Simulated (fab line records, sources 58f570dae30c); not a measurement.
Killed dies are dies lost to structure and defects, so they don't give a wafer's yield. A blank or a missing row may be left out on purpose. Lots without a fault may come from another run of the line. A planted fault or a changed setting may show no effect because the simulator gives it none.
Problem report in the 8D (eight disciplines) form, filled by code | flow berkeley_cmos170 | the parts of the form that need people (team, actions taken, sign-off) are left out

1. THE PROBLEM
PSD_TW at UCB170_PSD_TW_MEAS_10 reads a mean of 1914 on 6 wafers of 2 lots; wafers without a fault read 2313 with a standard deviation of 20. That is -20 standard deviations from the usual mean.
First seen on wafer L335.4, day 10 23:12, on film_metro-01. The record holds 42 wafers of 14 lots with a number at this step. Rule for "out", or "out of limits": more than 4 standard deviations from the usual mean. The other wafers with a number count as sound.

2. WHAT IT IS AND WHAT IT IS NOT
question                    | is                           | is not
which readings at this step | PSD_TW                       | -
which lots                  | L335, L339                   | L322, L323, L324, L325, L326, L327, L330, L331, L337, L338, L342, L343
which wafers of those lots  | all that have a number       | -
read on which gauges        | film_metro-01, film_metro-04 | film_metro-02
when                        | from day 10 23:12            | up to then (24 sound wafers); but 12 sound wafers of L337, L338, L342, L343 came after

3. SUSPECTS, AND WHAT RULES EACH OUT
Counting: a tool at a process step up to the reading stays a suspect if it ran every lot that is out and no sound lot after the first of them.
- the gauge at UCB170_PSD_TW_MEAS_10: ruled out. The wafers that are out were read on 2 gauges (film_metro-01, film_metro-04).
- implanter-01 at UCB170_PSD_IMPLANT_08: kept. It ran every lot that is out, first L335 (day 10 23:00), and no sound lot after that; its last sound lot up to then is L326 (day 8 16:51). Its own readings are out on those wafers: dose_ions_cm2, end_station_pressure_torr, faraday_current_uA.
- plasma_asher-01 at UCB170_PSD_STRIP_09 (strips in O2): ruled out as a lasting fault. Sound lots L338, L343 ran on it after its first lot that is out, L335 (day 10 23:06).
Left after counting: implanter-01 at UCB170_PSD_IMPLANT_08.

4. THE CAUSE (what the simulator had put in)
Process parameter drift: implanter-01, from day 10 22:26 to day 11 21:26, at UCB170_PSD_IMPLANT_08. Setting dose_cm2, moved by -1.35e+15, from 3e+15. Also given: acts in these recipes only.
Counting left only this tool.

5. THE CHAIN OF EFFECTS, in route order
Each row: a reading whose mean over the struck wafers that have a number lies more than 3 standard deviations from the usual. Only readings for which the record gives a usual standard deviation are gone through. hours: the time from each lot's start at the first step in this table that gives one to its start at this step, as a median over the lots. sigmas: the change in usual standard deviations.
hours | step                       | reading                   | usual         | on struck wafers | change      | sigmas
0     | UCB170_PSD_IMPLANT_08      | dose_ions_cm2             | 3.0001e+15    | 1.6485e+15       | -1.3516e+15 | -99 or more
0     | UCB170_PSD_IMPLANT_08      | end_station_pressure_torr | 1.26e-05 Torr | 9.25e-06         | -3.35e-06   | -5.0
0     | UCB170_PSD_IMPLANT_08      | faraday_current_uA        | 9274          | 5215             | -4059       | -21
0     | UCB170_PSD_STRIP_09        | oes_product_au            | 0.601 a.u.    | 0.692            | +0.091      | +20
0     | UCB170_PSD_STRIP_09        | strip_time_to_endpoint_s  | 29.37 s       | 23.48            | -5.89       | -84
0     | UCB170_PSD_TW_MEAS_10      | PSD_TW                    | 2313          | 1914             | -399        | -20
4     | UCB170_SDANNEAL_RS_MEAS_02 | PSD_RS                    | 75.5 ohm/sq   | 115.0            | +39.5       | +99 or more
The process steps in it:
- UCB170_PSD_IMPLANT_08
- UCB170_PSD_STRIP_09: strips in O2.
Later measuring or inspecting steps at which every struck wafer that the step has a row for has a number for every such reading, and none has moved that far: UCB170_NSD_TW_MEAS_10.

6. WHAT WOULD HAVE CAUGHT IT SOONER
In this record the first reading out of limits at a measuring or inspecting step was taken at day 10 23:12, 1 hour after the fault began at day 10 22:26.
The tool's own readings at UCB170_PSD_IMPLANT_08 were out on every struck wafer that the step has a row for (dose_ions_cm2, end_station_pressure_torr, faraday_current_uA): an alarm limit on them would have fired on the first of those.
Of the lots that are out (2), L339 began UCB170_PSD_IMPLANT_08 on implanter-01 after day 10 23:12. A hold on the tool at that time would have spared it.
